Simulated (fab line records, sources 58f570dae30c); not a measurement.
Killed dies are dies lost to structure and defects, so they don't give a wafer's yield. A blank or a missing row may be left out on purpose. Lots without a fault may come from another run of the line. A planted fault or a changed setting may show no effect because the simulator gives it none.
fab line records | flow berkeley_cmos170
record lots=14 wafers=42 last_day=11
route steps=331 shown CONTACT@234
lots that met no fault: from a run of the same line without faults
start_h: hours from the record's first day to the start of the lot's first wafer shown | wait_h: hours since the lot's step before | " the same as in the row above | L1.1+2: a row that stands for several wafers | - no value, or no start given | * or withheld: withheld | < > ~ a bound
route shown NAME@n: a module of which the file shows steps, and the number in the route of the first | usual: mean/standard deviation of fault-free wafers | same: alike in all rows | chamber/n: place in a boat | sites: the reading at each site | _std_site: their standard deviation | _edge_site: outer sites' mean less inner sites' | radius_mm: how far each site lies from the wafer's centre | mask NAME#n: copy n | behind: the tool/chamber that last shaped the wafer | hold: why the lot was held/for how many hours/how that ended | device: the transistor (n, p or np) that didn't switch | end of line: the same wafers' tests at the end of the route | a step without rows: its recipe alone | killed: dies lost to structure and defects at the first sort, not the wafer's yield | map: a wafer's dies, x killed, . not, _ none there
set.NAME: the setting as run; set.NAME@STEP: as run at that earlier step | model.NAME: the simulator's own value behind a step, which no gauge read
steps of the route over a sample of lots; a table a step, a row a wafer
services: from which hour (start_h, from the record's first day; less than 0 if before it) a tool's chamber was out of use, for how many hours, and why
## steps
# step UCB170_CONTACT_ETCH_18
# recipe chemistry=CHF3/CF4/Ar target=PSG stop_on=TiSi2 CHF3_flow_sccm=45 cf4_flow_sccm=15 Ar_flow_sccm=150 pressure_mtorr=200 rf_w=700 target_depth_a=8400 over_etch_frac=0.2 time_s=195
# usual drypump_motor_current_A=6.0/0.59 oes_product_au=0.893/0.015 rf_fwd_power_W=697.8/1.9 throttle_valve_pct=6.88/0.13
# columns lot.wafer tool chamber start_h wait_h drypump_motor_current_A oes_product_au rf_fwd_power_W rf_hours_counter_h throttle_valve_pct
L119.2 rie_diel-02 1 142 - 5.7 0.897 698.3 75 6.83
L119.3 " 3 " " 6.6 0.863 700.9 96 6.93
L119.4 " 2 " " 5.4 0.858 699.1 66 7.00
L120.2 rie_diel-01 0 148 - 6.7 0.878 700.8 143 7.01
L120.4 " 1 " " 5.3 0.904 694.8 76 6.71
L120.5 " 2 " " 6.6 0.909 697.1 - 6.75
L122.1 rie_diel-02 0 162 - 5.7 0.890 698.4 83 6.77
L122.2 " 2 " " 5.4 0.862 695.5 68 7.02
L122.5 " 2 " " 5.4 0.869 700.6 - 7.00
L123.1 rie_diel-01 3 162 - 6.3 0.904 696.8 64 7.00
L123.4 " 0 " " 6.7 0.888 698.8 143 7.01
L123.5 " 3 163 - 6.3 0.911 703.9 - 6.97
L121.2 rie_diel-02 0 165 - 5.7 0.898 699.3 83 6.76
L121.4 " 3 " " 6.6 0.887 699.3 97 6.94
L121.6 " 2 " " 5.4 0.880 700.0 - 6.99
L128.2 rie_diel-02 1 189 - 5.7 0.900 699.1 78 6.85
L128.5 " 3 " " 6.6 0.883 699.7 - 6.94
L128.6 " 2 " " 5.4 0.865 701.6 - 7.00
L127.1 rie_diel-01 2 191 - 6.6 0.909 701.7 14 6.77
L127.2 " 1 " " 5.3 0.906 700.6 78 6.70
L127.4 " 3 " " 6.3 0.903 696.8 65 7.00
L131.3 rie_diel-04 1 202 - 5.6 0.904 698.1 80 6.76
L131.5 " 3 " " 6.3 0.895 700.2 - 7.03
L131.6 " 0 " " 4.8 0.913 697.9 - 7.13
L132.4 rie_diel-02 0 207 - 5.7 0.897 695.1 85 6.77
L132.5 " 0 " " 5.7 0.886 698.7 - 6.75
L132.6 " 1 " " 5.7 0.906 697.2 - 6.86
L134.1 rie_diel-04 2 213 - 6.7 0.870 700.3 54 6.79
L134.3 " 1 " " 5.7 0.887 699.8 81 6.74
L134.6 " 1 " " 5.6 0.891 700.0 - 6.74
L137.1 rie_diel-02 3 226 - 6.6 0.885 695.0 100 6.93
L137.2 " 0 " " 5.7 0.886 697.5 86 6.76
L137.5 " 2 " " 5.4 0.869 1186.1 - 7.02
L136.2 rie_diel-04 1 226 - 5.6 0.902 697.8 82 6.74
L136.4 " 2 227 - 6.7 0.877 701.1 - 6.79
L136.5 " 2 " " 6.7 0.892 699.7 - 6.79
L140.1 rie_diel-02 2 241 - 5.4 0.860 1189.2 73 7.01
L140.2 " 3 " " 6.7 0.884 697.4 101 6.96
L140.5 " 2 " " 5.4 0.868 1191.7 - 7.01
L141.3 rie_diel-01 2 255 - 6.6 0.907 698.3 16 6.77
L141.4 " 0 " " 6.7 0.921 699.3 1 7.03
L141.6 " 2 " " 6.6 0.915 698.1 - 6.77
# step UCB170_CONTACT_CD_MEAS_90
# recipe target_cd_nm=700
# usual cd_nm=700.1/1.2
# columns lot.wafer tool chamber start_h wait_h cd_nm
L119.2 cd_sem-02 - 142.48 0.1 701.1
L119.3 " - " " 700.1
L119.4 " - " " 699.0
L120.2 cd_sem-01 - 148.86 0.1 700.2
L120.4 " - " " 701.7
L120.5 " - " " 701.8
L122.1 cd_sem-02 - 162.93 0.1 700.0
L122.2 " - " " 699.2
L122.5 " - " " 699.9
L123.1 cd_sem-01 - 163.19 0.1 700.4
L123.4 " - " " 700.2
L123.5 " - " " 699.9
L121.2 cd_sem-01 - 165.96 0.1 699.0
L121.4 " - " " 699.6
L121.6 " - " " 699.2
L128.2 cd_sem-01 - 189.38 0.1 700.4
L128.5 " - " " 700.2
L128.6 " - " " 699.6
L127.1 cd_sem-01 - 191.87 0.1 701.3
L127.2 " - " " 701.6
L127.4 " - " " 701.7
L131.3 cd_sem-02 - 202.78 0.2 699.7
L131.5 " - " " 699.6
L131.6 " - " " 699.5
L132.4 cd_sem-01 - 207.92 0.1 700.2
L132.5 " - " " 699.2
L132.6 " - " " 698.5
L134.1 cd_sem-01 - 213.63 0.1 699.6
L134.3 " - " " 698.4
L134.6 " - " " 698.9
L137.1 cd_sem-01 - 226.90 0.1 699.2
L137.2 " - " " 700.4
L137.5 " - " " 706.6
L136.2 cd_sem-02 - 227.30 0.1 698.2
L136.4 " - " " 697.9
L136.5 " - " " 698.3
L140.1 cd_sem-02 - 241.32 0.1 707.8
L140.2 " - " " 700.4
L140.5 " - " " 709.0
L141.3 cd_sem-01 - 255.71 0.2 699.5
L141.4 " - " " 700.8
L141.6 " - " " 701.4
## services
# columns tool chamber start_h hours kind
rie_diel-04 - 143.42 3.1 repair
rie_diel-04 - 173.37 0.3 repair
rie_diel-01 0 210.72 - clean
rie_diel-01 0 210.72 19.9 scheduled_down
rie_diel-01 0 210.72 19.9 vent_cycle
rie_diel-04 0 215.85 - clean
rie_diel-04 0 215.85 13.0 scheduled_down
rie_diel-04 0 215.85 13.0 vent_cycle
rie_diel-01 - 223.27 15.6 pm
rie_diel-02 1 230.48 1.2 repair
rie_diel-02 - 244.80 0.1 repair
## key
first_sign step=UCB170_CONTACT_ETCH_18 reading=rf_fwd_power_W direction=up sigmas=99+ usual=697.8 struck=1189.0
effect step=UCB170_CONTACT_CD_MEAS_90 reading=cd_nm direction=up sigmas=6.6 usual=700.1 struck=707.8
met_at UCB170_CONTACT_ETCH_18
struck_lots L137,L140
struck_wafers L137.5,L140.1,L140.5
tester_left_out L137,L140
onset_between 189 226
fault kind=process_parameter_drift tool=rie_diel-02 chamber=2 onset_h=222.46 steps=UCB170_CONTACT_ETCH_18 channel=rf_w offset=490 shape=step end_h=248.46 acts_in=these_recipes_only stated=700
# tester_left_out: of these lots the tester's yield and bins aren't shown, on N5 and GAA mostly nor the transistor test; their killed dies are dies lost to structure and defects alone, not to doping, threshold or leakage, so they don't give the yield
